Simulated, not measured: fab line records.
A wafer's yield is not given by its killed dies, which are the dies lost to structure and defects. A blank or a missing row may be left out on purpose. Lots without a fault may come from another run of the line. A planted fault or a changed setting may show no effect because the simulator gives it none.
Which tool did it? -- flow rit cmos -- 14 lots, 42 wafers sampled, at 3 steps of a route of 202

## WHAT EACH GAUGE READ, for each wafer
RIT_NSD_TW_MEAS_10. Usual: NSD_TW gives 3147 (standard deviation 35).
lot,measured,on,NSD_TW,flag
L756,day 3 01:45,film metro-03,3196 3188 3167,
L757,day 3 11:35,film metro-02,3135 3129 3127,
L758,day 3 14:08,film metro-02,3129 3133 3139,
L760,day 4 01:03,film metro-02,3148 3116 3135,
L761,day 4 10:23,film metro-02,3135 3115 3131,
L762,day 4 12:33,film metro-02,3145 3139 3136,
L765,day 5 03:13,film metro-01,3123 3109 3105,
L766,day 5 06:05,film metro-03,3221 3217 3194,
L767,day 5 13:56,film metro-01,3122 3112 3132,
L769,day 6 06:37,film metro-01,3158 3138 3153,
L770,day 6 07:16,film metro-03,3178 3191 3177,
L775,day 8 01:49,film metro-03,3184 3199 3174,
L777,day 8 06:45,film metro-01,2953 2959 2949 2953 2946 2939,OFF
L778,day 8 16:30,film metro-01,2967 2966 2938 2969 2946 2957,OFF

RIT_SDANNEAL_RS_MEAS_05: uses a four-point probe to measure. Usual: NSD_RS gives 84.54 ohm/sq (standard deviation 0.28).
lot,measured,on,NSD_RS (ohm/sq),flag
L756,day 3 03:55,film metro-01,84.69 84.83 84.84,
L757,day 3 13:37,film metro-03,85.03 84.69 84.71,
L758,day 3 16:10,film metro-03,84.66 84.69 84.58,
L760,day 4 03:04,film metro-01,84.60 84.22 84.32,
L761,day 4 12:26,film metro-01,84.52 84.66 84.73,
L762,day 4 14:38,film metro-01,84.14 84.30 84.22,
L765,day 5 05:15,film metro-02,84.09 84.14 84.46,
L766,day 5 08:15,film metro-02,84.84 84.53 84.89,
L767,day 5 16:01,film metro-01,84.20 84.44 84.36,
L769,day 6 08:46,film metro-03,84.57 84.48 84.70,
L770,day 6 09:25,film metro-01,85.21 84.85 84.78,
L775,day 8 04:33,film metro-03,84.99 84.85 84.79,
L777,day 8 11:37,film metro-03,86.28 86.43 86.51 86.32 86.41 86.43,OFF
L778,day 8 21:28,film metro-02,86.34 86.78 86.40 86.43 86.65 86.64,OFF

## WHAT TOOL EACH LOT RAN ON (gives the tool, then ch and the chambers of the sampled wafers, and finally the start)
lot,RIT_NSD_IMPLANT_08
L756,"implanter-04 ch 0, day 3 01:26"
L757,"implanter-04 ch 0, day 3 11:17"
L758,"implanter-02 ch 0, day 3 13:49"
L760,"implanter-04 ch 0, day 4 00:43"
L761,"implanter-04 ch 0, day 4 10:04"
L762,"implanter-04 ch 0, day 4 12:15"
L765,"implanter-01 ch 0, day 5 02:54"
L766,"implanter-02 ch 0, day 5 05:47"
L767,"implanter-02 ch 0, day 5 13:38"
L769,"implanter-04 ch 0, day 6 06:18"
L770,"implanter-01 ch 0, day 6 06:56"
L775,"implanter-01 ch 0, day 8 01:31"
L777,"implanter-02 ch 0, day 8 06:28"
L778,"implanter-02 ch 0, day 8 16:10"
- RIT_NSD_IMPLANT_08

## AS READ BY THE TOOLS THEMSELVES (means over the sampled wafers that have a number; for cases with no such wafer, the mark the record gives instead)
RIT_NSD_IMPLANT_08. Usual: 25.001 for beam energy keV, sd 0.0081.
lot,tool,beam energy keV,flag
L756,implanter-04,25.008,
L757,implanter-04,25.003,
L758,implanter-02,24.998,
L760,implanter-04,24.998,
L761,implanter-04,24.998,
L762,implanter-04,24.997,
L765,implanter-01,24.995,
L766,implanter-02,25.006,
L767,implanter-02,24.994,
L769,implanter-04,25.003,
L770,implanter-01,24.993,
L775,implanter-01,24.992,
L777,implanter-02,20.494,OFF
L778,implanter-02,20.491,OFF

## THE ANSWER, worked out from the rows above alone
Rule: lot off if the mean of its wafers having a number is beyond 3 standard deviations from the usual mean. A lot without any number at a reading at which 4 lots or more have one is off too. All remaining lots with rows at the step are treated as sound. Order of review: gauges by route order, followed by the tools' own readings, for which a lot's mean as printed above is used. At the first step where some lot is off, the reading lying furthest off is the one used; lots without a number count as furthest.
Off: L777, L778, seen at RIT_NSD_TW_MEAS_10 (NSD_TW).
If a tool, at a process step before that reading, ran all the lots that are off and no sound lot after the first of them, it fits. Not tried: the gauges at RIT_NSD_TW_MEAS_10; whatever is off there is also off at RIT_SDANNEAL_RS_MEAS_05, on other tools, and gauge error can't account for it. One candidate fits, namely implanter-02 at RIT_NSD_IMPLANT_08. Its last sound lot is L767 (day 5 13:38), its first lot that is off L777 (day 8 06:28): a fault that began between those two fits.
The tool's own readings at RIT_NSD_IMPLANT_08 bear it out: on the lots that are off they differ by more than 5 times the standard deviation of the sound lots' means. beam energy keV reads 20.492 there against 24.999 on the sound lots.

## WHAT HAD BEEN PUT IN BY THE SIMULATOR
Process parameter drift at RIT_NSD_IMPLANT_08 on implanter-02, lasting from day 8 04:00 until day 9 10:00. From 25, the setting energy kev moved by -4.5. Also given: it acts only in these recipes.
Struck lots among those shown: L777, L778. The rule given above showed the same thing.
